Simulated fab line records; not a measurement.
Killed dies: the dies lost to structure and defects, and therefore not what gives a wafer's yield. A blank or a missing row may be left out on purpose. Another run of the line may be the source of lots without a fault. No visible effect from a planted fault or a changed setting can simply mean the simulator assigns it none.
Which tool was responsible? :: flow berkeley cmos170 :: 14 lots, 42 wafers sampled, at 3 steps of a route of 331

WHAT EACH GAUGE READ, for each wafer
UCB170_WELLDRIVE_THK_MEAS_02. Usual: for WELLDRIVE_OXIDE_THK the level is 196 nm and the standard deviation is 3.4.
lot: L999
measured: day 3 11:03
on: film metro-02
WELLDRIVE_OXIDE_THK (nm): 198 197 198
flag: 

lot: L100
measured: day 3 15:48
on: film metro-04
WELLDRIVE_OXIDE_THK (nm): 188 192 191
flag: 

lot: L101
measured: day 3 20:37
on: film metro-03
WELLDRIVE_OXIDE_THK (nm): 194 194 194
flag: 

lot: L102
measured: day 4 02:38
on: film metro-02
WELLDRIVE_OXIDE_THK (nm): 196 198 194
flag: 

lot: L103
measured: day 4 11:17
on: film metro-03
WELLDRIVE_OXIDE_THK (nm): 193 195 200
flag: 

lot: L104
measured: day 4 11:18
on: film metro-02
WELLDRIVE_OXIDE_THK (nm): 198 198 197
flag: 

lot: L105
measured: day 4 18:20
on: film metro-04
WELLDRIVE_OXIDE_THK (nm): 201 200 198
flag: 

lot: L114
measured: day 6 14:34
on: film metro-03
WELLDRIVE_OXIDE_THK (nm): 194 192 194
flag: 

lot: L115
measured: day 6 14:34
on: film metro-02
WELLDRIVE_OXIDE_THK (nm): 196 201 200
flag: 

lot: L117
measured: day 7 04:40
on: film metro-02
WELLDRIVE_OXIDE_THK (nm): 197 198 197
flag: 

lot: L118
measured: day 7 11:09
on: film metro-02
WELLDRIVE_OXIDE_THK (nm): 197 198 202
flag: 

lot: L119
measured: day 7 11:10
on: film metro-04
WELLDRIVE_OXIDE_THK (nm): 201 206 202
flag: 

lot: L120
measured: day 7 20:33
on: film metro-04
WELLDRIVE_OXIDE_THK (nm): 196 198 196
flag: 

lot: L121
measured: day 8 01:53
on: film metro-04
WELLDRIVE_OXIDE_THK (nm): 199 198 198
flag: 

EACH LOT AND THE TOOL THAT RAN IT (in order: tool; ch and the chambers of the sampled wafers; start)
lot: L999
UCB170_ZERO_ETCH_06: rie diel-04 ch 1,2, day 1 19:47
UCB170_PWELL_ETCH_14: rie diel-02 ch 2,3, day 2 23:23

lot: L100
UCB170_ZERO_ETCH_06: rie diel-02 ch 0,3, day 1 22:42
UCB170_PWELL_ETCH_14: rie diel-04 ch 1,2, day 3 05:00

lot: L101
UCB170_ZERO_ETCH_06: rie diel-01 ch 0,1,2, day 2 03:51
UCB170_PWELL_ETCH_14: rie diel-04 ch 0,2,3, day 3 07:38

lot: L102
UCB170_ZERO_ETCH_06: rie diel-01 ch 0,1,3, day 2 08:07
UCB170_PWELL_ETCH_14: rie diel-02 ch 1,2,3, day 3 13:52

lot: L103
UCB170_ZERO_ETCH_06: rie diel-04 ch 1,2,3, day 2 17:58
UCB170_PWELL_ETCH_14: rie diel-03 ch 0,1,2, day 4 00:46

lot: L104
UCB170_ZERO_ETCH_06: rie diel-01 ch 0,1,2, day 2 18:14
UCB170_PWELL_ETCH_14: rie diel-04 ch 0,1,2, day 4 00:53

lot: L105
UCB170_ZERO_ETCH_06: rie diel-01 ch 1,2, day 3 02:01
UCB170_PWELL_ETCH_14: rie diel-04 ch 0,1, day 4 06:46

lot: L114
UCB170_ZERO_ETCH_06: rie diel-04 ch 0,1,3, day 5 01:57
UCB170_PWELL_ETCH_14: rie diel-04 ch 0,2, day 6 04:44

lot: L115
UCB170_ZERO_ETCH_06: rie diel-02 ch 0,1,3, day 5 02:09
UCB170_PWELL_ETCH_14: rie diel-03 ch 0,1,3, day 6 05:06

lot: L117
UCB170_ZERO_ETCH_06: rie diel-01 ch 0,1, day 5 11:47
UCB170_PWELL_ETCH_14: rie diel-03 ch 1,2, day 6 17:58

lot: L118
UCB170_ZERO_ETCH_06: rie diel-02 ch 0,1,3, day 5 16:06
UCB170_PWELL_ETCH_14: rie diel-04 ch 2,3, day 7 02:01

lot: L119
UCB170_ZERO_ETCH_06: rie diel-02 ch 1,2, day 5 21:53
UCB170_PWELL_ETCH_14: rie diel-03 ch 1,2, day 7 02:00

lot: L120
UCB170_ZERO_ETCH_06: rie diel-01 ch 0,1,3, day 6 04:14
UCB170_PWELL_ETCH_14: rie diel-04 ch 0,3, day 7 09:13

lot: L121
UCB170_ZERO_ETCH_06: rie diel-04 ch 0,2,3, day 6 08:13
UCB170_PWELL_ETCH_14: rie diel-04 ch 0,3, day 7 14:34
- UCB170_ZERO_ETCH_06: etches SiO2 in CHF3/CF4/Ar, time 12 s.
- UCB170_PWELL_ETCH_14: etches Si3N4 in CH3F/Ar/O2, stops on SiO2, target depth 242 nm, time 151 s.

AS READ BY THE TOOLS THEMSELVES (means over the sampled wafers that have a number; for cases with no such wafer, the mark the record gives instead)
UCB170_ZERO_ETCH_06. Usual: chamber pressure mTorr 99.99 mTorr, standard deviation 0.094; drypump motor current A 5.6 A, standard deviation 0.48; oes product au 0.614 a.u., standard deviation 0.01; throttle valve pct 9.24 %, standard deviation 0.096.
lot: L999
tool: rie diel-04
chamber pressure mTorr (mTorr): 100.07
drypump motor current A (A): 5.8
oes product au (a.u.): 0.610
throttle valve pct (%): 9.31
flag: 

lot: L100
tool: rie diel-02
chamber pressure mTorr (mTorr): 99.98
drypump motor current A (A): 5.4
oes product au (a.u.): 0.611
throttle valve pct (%): 9.16
flag: 

lot: L101
tool: rie diel-01
chamber pressure mTorr (mTorr): 100.07
drypump motor current A (A): 5.5
oes product au (a.u.): 0.603
throttle valve pct (%): 9.15
flag: 

lot: L102
tool: rie diel-01
chamber pressure mTorr (mTorr): 99.98
drypump motor current A (A): 5.7
oes product au (a.u.): 0.614
throttle valve pct (%): 9.21
flag: 

lot: L103
tool: rie diel-04
chamber pressure mTorr (mTorr): 99.90
drypump motor current A (A): 5.9
oes product au (a.u.): 0.615
throttle valve pct (%): 9.29
flag: 

lot: L104
tool: rie diel-01
chamber pressure mTorr (mTorr): 99.97
drypump motor current A (A): 5.5
oes product au (a.u.): 0.604
throttle valve pct (%): 9.15
flag: 

lot: L105
tool: rie diel-01
chamber pressure mTorr (mTorr): 100.07
drypump motor current A (A): 5.5
oes product au (a.u.): 0.607
throttle valve pct (%): 9.15
flag: 

lot: L114
tool: rie diel-04
chamber pressure mTorr (mTorr): 100.07
drypump motor current A (A): 5.8
oes product au (a.u.): 0.618
throttle valve pct (%): 9.35
flag: 

lot: L115
tool: rie diel-02
chamber pressure mTorr (mTorr): 100.06
drypump motor current A (A): 5.5
oes product au (a.u.): 0.620
throttle valve pct (%): 9.19
flag: 

lot: L117
tool: rie diel-01
chamber pressure mTorr (mTorr): 100.00
drypump motor current A (A): 5.5
oes product au (a.u.): 0.603
throttle valve pct (%): 9.15
flag: 

lot: L118
tool: rie diel-02
chamber pressure mTorr (mTorr): 99.96
drypump motor current A (A): 5.5
oes product au (a.u.): 0.619
throttle valve pct (%): 9.20
flag: 

lot: L119
tool: rie diel-02
chamber pressure mTorr (mTorr): 99.90
drypump motor current A (A): 5.2
oes product au (a.u.): 0.617
throttle valve pct (%): 9.24
flag: 

lot: L120
tool: rie diel-01
chamber pressure mTorr (mTorr): 99.98
drypump motor current A (A): 5.7
oes product au (a.u.): 0.617
throttle valve pct (%): 9.21
flag: 

lot: L121
tool: rie diel-04
chamber pressure mTorr (mTorr): 100.00
drypump motor current A (A): 6.0
oes product au (a.u.): 0.618
throttle valve pct (%): 9.32
flag: 

UCB170_PWELL_ETCH_14. Usual: O2_flow_sccm 7.003 sccm, standard deviation 0.02; chamber pressure mTorr 50.00 mTorr, standard deviation 0.046; drypump motor current A 5.7 A, standard deviation 0.37; oes product au 0.939 a.u., standard deviation 0.014; throttle valve pct 8.09 %, standard deviation 0.098.
lot: L999
tool: rie diel-02
O2_flow_sccm (sccm): 7.016
chamber pressure mTorr (mTorr): 50.01
drypump motor current A (A): 5.1
oes product au (a.u.): 0.932
throttle valve pct (%): 7.97
flag: 

lot: L100
tool: rie diel-04
O2_flow_sccm (sccm): 7.010
chamber pressure mTorr (mTorr): 49.97
drypump motor current A (A): 5.9
oes product au (a.u.): 0.932
throttle valve pct (%): 8.11
flag: 

lot: L101
tool: rie diel-04
O2_flow_sccm (sccm): 6.995
chamber pressure mTorr (mTorr): 50.04
drypump motor current A (A): 5.9
oes product au (a.u.): 0.943
throttle valve pct (%): 8.12
flag: 

lot: L102
tool: rie diel-02
O2_flow_sccm (sccm): 7.013
chamber pressure mTorr (mTorr): 50.04
drypump motor current A (A): 5.2
oes product au (a.u.): 0.952
throttle valve pct (%): 8.00
flag: 

lot: L103
tool: rie diel-03
O2_flow_sccm (sccm): 6.997
chamber pressure mTorr (mTorr): 49.97
drypump motor current A (A): 5.6
oes product au (a.u.): 0.936
throttle valve pct (%): 8.03
flag: 

lot: L104
tool: rie diel-04
O2_flow_sccm (sccm): 7.006
chamber pressure mTorr (mTorr): 50.01
drypump motor current A (A): 5.9
oes product au (a.u.): 0.929
throttle valve pct (%): 8.12
flag: 

lot: L105
tool: rie diel-04
O2_flow_sccm (sccm): 6.972
chamber pressure mTorr (mTorr): 49.98
drypump motor current A (A): 5.9
oes product au (a.u.): 0.931
throttle valve pct (%): 8.16
flag: 

lot: L114
tool: rie diel-04
O2_flow_sccm (sccm): 6.994
chamber pressure mTorr (mTorr): 50.04
drypump motor current A (A): 6.0
oes product au (a.u.): 0.941
throttle valve pct (%): 8.14
flag: 

lot: L115
tool: rie diel-03
O2_flow_sccm (sccm): 6.982
chamber pressure mTorr (mTorr): 49.99
drypump motor current A (A): 5.3
oes product au (a.u.): 0.932
throttle valve pct (%): 8.08
flag: 

lot: L117
tool: rie diel-03
O2_flow_sccm (sccm): 7.007
chamber pressure mTorr (mTorr): 50.05
drypump motor current A (A): 5.7
oes product au (a.u.): 0.943
throttle valve pct (%): 8.08
flag: 

lot: L118
tool: rie diel-04
O2_flow_sccm (sccm): 7.000
chamber pressure mTorr (mTorr): 50.00
drypump motor current A (A): 5.9
oes product au (a.u.): 0.938
throttle valve pct (%): 8.12
flag: 

lot: L119
tool: rie diel-03
O2_flow_sccm (sccm): 6.995
chamber pressure mTorr (mTorr): 49.98
drypump motor current A (A): 5.6
oes product au (a.u.): 0.938
throttle valve pct (%): 8.12
flag: 

lot: L120
tool: rie diel-04
O2_flow_sccm (sccm): 7.004
chamber pressure mTorr (mTorr): 50.01
drypump motor current A (A): 5.9
oes product au (a.u.): 0.951
throttle valve pct (%): 8.15
flag: 

lot: L121
tool: rie diel-04
O2_flow_sccm (sccm): 7.025
chamber pressure mTorr (mTorr): 49.97
drypump motor current A (A): 5.8
oes product au (a.u.): 0.950
throttle valve pct (%): 8.15
flag: 

THE ANSWER, worked out from the rows above alone
Rule: take the mean of a lot's wafers that have a number; if it is more than 3 standard deviations from the usual mean, the lot is off. A lot without any number at a reading at which 4 lots or more have one is off too. Any other lot the step has rows for is counted as sound. First the gauges in route order, then the tools' own readings, where a lot's mean is used as printed above. At the first step where some lot is off, the reading lying furthest off is the one used; lots without a number count as furthest.
Across all readings shown, no lot is off: no conclusion can be drawn from this.

WHAT HAD BEEN PUT IN BY THE SIMULATOR
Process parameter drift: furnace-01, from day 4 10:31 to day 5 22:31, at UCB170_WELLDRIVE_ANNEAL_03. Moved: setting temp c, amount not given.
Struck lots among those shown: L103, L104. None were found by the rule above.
